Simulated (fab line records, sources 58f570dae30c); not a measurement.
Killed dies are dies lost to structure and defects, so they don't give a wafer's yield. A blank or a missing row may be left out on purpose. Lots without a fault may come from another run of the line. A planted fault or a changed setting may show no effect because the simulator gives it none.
Tool commonality check | flow berkeley_cmos170 | 13 lots, 42 wafers sampled

WHY IT WAS OPENED
At UCB170_NSD_TW_MEAS_10 the reading NSD_TW is flagged on 1 of 13 lots. Wafers without a fault read 4190, standard deviation 31.
Rule: a lot is flagged when every wafer of it that has a number lies more than 4 standard deviations from that mean, or none has a number. The other lots count as sound.

lot  | measured     | on            | NSD_TW, wafer by wafer | flag
L365 | day 6 04:27  | film_metro-02 | 4150 4178 4179         |
L366 | day 6 18:12  | film_metro-02 | 4187 4154 4167         |
L368 | day 7 06:05  | film_metro-04 | 4183 4213 4198         |
L373 | day 7 14:57  | film_metro-02 | 30 30 30 30 30 30      | FLAGGED
L372 | day 7 15:04  | film_metro-03 | 4249 4218 4235         |
L376 | day 8 15:49  | film_metro-04 | 4199 4177 4170         |
L380 | day 9 08:39  | film_metro-03 | 4222 4209 4240         |
L379 | day 9 08:55  | film_metro-02 | 4177 4154 4166         |
L381 | day 9 20:35  | film_metro-03 | 4239 4206 4238         |
L383 | day 10 11:01 | film_metro-02 | 4188 4177 4193         |
L386 | day 10 19:49 | film_metro-02 | 4178 4185 4183         |
L387 | day 11 04:13 | film_metro-02 | 4169 4172 4177         |
L388 | day 11 04:13 | film_metro-04 | 4191 4168 4206         |
The numbers of the flagged lots are 30 on average: -4160 against the usual, or -99 or more standard deviations.

WHICH TOOL RAN EACH LOT
The record holds 1 process step before the reading, out of a route of 331 steps. In each cell: the tool, then ch and the chambers that the sampled wafers went through, then the start.
lot  | flag    | UCB170_NSD_EXPOSE_03
L365 |         | krf_scanner-01 ch 0, day 6 02:59
L366 |         | krf_scanner-02 ch 0, day 6 17:24
L368 |         | krf_scanner-01 ch 0, day 7 04:32
L373 | FLAGGED | krf_scanner-02 ch 0, day 7 14:10
L372 |         | krf_scanner-02 ch 0, day 7 14:16
L376 |         | krf_scanner-02 ch 0, day 8 14:42
L380 |         | krf_scanner-02 ch 0, day 9 07:52
L379 |         | krf_scanner-01 ch 0, day 9 08:08
L381 |         | krf_scanner-01 ch 0, day 9 19:24
L383 |         | krf_scanner-02 ch 0, day 10 10:05
L386 |         | krf_scanner-01 ch 0, day 10 18:52
L387 |         | krf_scanner-01 ch 0, day 11 03:06
L388 |         | krf_scanner-02 ch 0, day 11 03:20
What these steps do:
- UCB170_NSD_EXPOSE_03: exposes mask NSELECT MOD, target cd 1200 nm.
- UCB170_NSD_TW_MEAS_10

FLAGGED OVER TOTAL, TOOL BY TOOL (the gauges that took the reading come last)
step                  | tool           | lots run | flagged | share of the flagged lots | sound lots run after its first flagged lot
UCB170_NSD_EXPOSE_03  | krf_scanner-01 | 6        | 0       | none                      | -
UCB170_NSD_EXPOSE_03  | krf_scanner-02 | 7        | 1       | all                       | 5 (L372,L376,L380,L383,L388)
UCB170_NSD_TW_MEAS_10 | film_metro-02  | 7        | 1       | all                       | 4 (L379,L383,L386,L387)
UCB170_NSD_TW_MEAS_10 | film_metro-03  | 3        | 0       | none                      | -
UCB170_NSD_TW_MEAS_10 | film_metro-04  | 3        | 0       | none                      | -

WHAT THE TABLE ALLOWS
2 rows of the table ran every flagged lot: krf_scanner-02 at UCB170_NSD_EXPOSE_03, film_metro-02 at UCB170_NSD_TW_MEAS_10.
- krf_scanner-02 at UCB170_NSD_EXPOSE_03: 1 of its 7 lots flagged. Sound lots ran on it after the first flagged one (L372, L376, L380, L383, L388), which a lasting fault on the whole tool wouldn't allow.
- film_metro-02 at UCB170_NSD_TW_MEAS_10: 1 of its 7 lots flagged. Sound lots ran on it after the first flagged one (L379, L383, L386, L387), which a lasting fault on the whole tool wouldn't allow.
No row of the table ran every flagged lot and no sound lot after the first.

WHAT THE SIMULATOR HAD PUT IN
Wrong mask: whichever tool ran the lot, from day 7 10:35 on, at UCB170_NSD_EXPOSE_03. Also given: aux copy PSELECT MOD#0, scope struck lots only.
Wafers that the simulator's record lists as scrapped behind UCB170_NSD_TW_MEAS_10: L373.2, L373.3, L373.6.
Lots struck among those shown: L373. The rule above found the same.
